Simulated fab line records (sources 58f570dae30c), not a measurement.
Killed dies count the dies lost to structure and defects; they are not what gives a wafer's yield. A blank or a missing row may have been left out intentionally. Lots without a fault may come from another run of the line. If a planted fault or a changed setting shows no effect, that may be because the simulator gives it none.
A lot that was struck, set against a sound lot    flow berkeley_cmos170    17 out of 331 route steps
Sound: wafers L633.2, L633.3, L633.5. Struck: wafers L625.1, L625.2, L625.5. The cause is named last.
For every step that has rows: the tool of each side, followed by ch and its chambers, followed by its first start. Under that, the readings that differ: sound wafers    struck wafers    difference of the means    sigmas: that difference in standard deviations of wafers without a fault.
alike: a reading whose means differ by less than 2 such deviations, as well as words and numbers matching on both sides. not compared: withheld readings; readings where some wafer has no value; bounds like >300 that might hide an equal value; numbers whose values overlap and for which the record gives no deviation.
The two part at a step that has a row with sigmas, a row that says differs or no value, or rows on one side only. Non-overlapping numbers with no deviation appear without sigmas and do not part them. A reading missing from all wafers of one side parts the sides only when that side holds two or more wafers.

first, 3 steps without rows for these wafers: UCB170_BACKSIDE_HMDS_00 (prime time 60 s); UCB170_BACKSIDE_COAT_01 (resist thk 900 nm); UCB170_BACKSIDE_SOFTBAKE_02 (time 60 s).
UCB170_BACKSIDE_STRIP_03: strips in O2.
  sound on plasma_asher-01 ch 0,1, day 10 22:43; struck on plasma_asher-04 ch 0,1, day 9 13:47
  alike: drypump_motor_current_A, o2_flow_sccm, oes_product_au, strip_time_to_endpoint_s
  not compared: rf_hours_counter_h
then, 1 step without rows for these wafers: UCB170_BACKSIDE_CLEAN_04 (cleans in SPM, time 600 s).
UCB170_SDANNEAL_RTA_00: time 10 s.
  sound on rtp_anneal-01 ch 0, day 10 23:00; struck on rtp_anneal-01 ch 0, day 9 14:03
  alike: lamp_power_pct, wafer_temp_C_max
UCB170_SDANNEAL_RTA_01: time 5 s.
  sound on rtp_anneal-01 ch 0, day 10 23:04; struck on rtp_anneal-01 ch 0, day 9 14:07
  alike: lamp_power_pct, wafer_temp_C_max
UCB170_SDANNEAL_RS_MEAS_02: measurement is done with a four-point probe.
  sound on film_metro-03 at day 10 23:08; struck on film_metro-03 at day 9 14:11
  alike: PSD_RS
UCB170_SDANNEAL_RS_MEAS_03: measurement is done with a four-point probe.
  sound on film_metro-03 at day 10 23:16; struck on film_metro-03 at day 9 14:18
  alike: NSD_RS
UCB170_SDANNEAL_RS_MEAS_04: measurement is done with a four-point probe.
  sound on film_metro-03 at day 10 23:23; struck on film_metro-03 at day 9 14:25
  alike: PLDD_RS
UCB170_SDANNEAL_RS_MEAS_05: measurement is done with a four-point probe.
  sound on film_metro-03 at day 10 23:30; struck on film_metro-03 at day 9 14:32
  alike: NLDD_RS
then, 1 step without rows for these wafers: UCB170_SILICIDE_PRE_CLEAN_00 (preclean etch time 60 s).
UCB170_SILICIDE_SPUTTER_01: material Ti, target thk 30 nm, time 25 s.
  sound on pvd_sputter-02 at day 10 23:40; struck on pvd_sputter-03 at day 9 14:55
  alike: cathode_dc_power_W, throttle_valve_pct
UCB170_SILICIDE_RS_MEAS_02: measurement is done with a four-point probe.
  sound on film_metro-03 at day 10 23:43; struck on film_metro-02 at day 9 14:57
reading                  sound           struck          difference  sigmas
SILICIDE_TI_RS (ohm/sq)  26.6 26.2 26.5  11.7 11.6 11.7  -14.8       -43
UCB170_SILICIDE_THK_MEAS_03: measures by xrf.
  sound on film_metro-03 at day 10 23:50; struck on film_metro-02 at day 9 15:04
reading               sound           struck          difference  sigmas
SILICIDE_TI_THK (nm)  29.4 29.8 29.2  59.7 60.5 60.3  +30.7       +96
UCB170_SILICIDE_RTA_04: time 15 s.
  sound on rtp_anneal-01 ch 0, day 10 23:53; struck on rtp_anneal-01 ch 0, day 9 15:08
  alike: lamp_power_pct, wafer_temp_C_max
UCB170_M3_PROBE_99:
  record: rows for the struck wafers here (prober-01, day 10 14:57), none for the sound ones

WHERE THEY PART
At UCB170_SILICIDE_RS_MEAS_02 first; at UCB170_M3_PROBE_99 last (within this record only).

WHY: what had been put in by the simulator
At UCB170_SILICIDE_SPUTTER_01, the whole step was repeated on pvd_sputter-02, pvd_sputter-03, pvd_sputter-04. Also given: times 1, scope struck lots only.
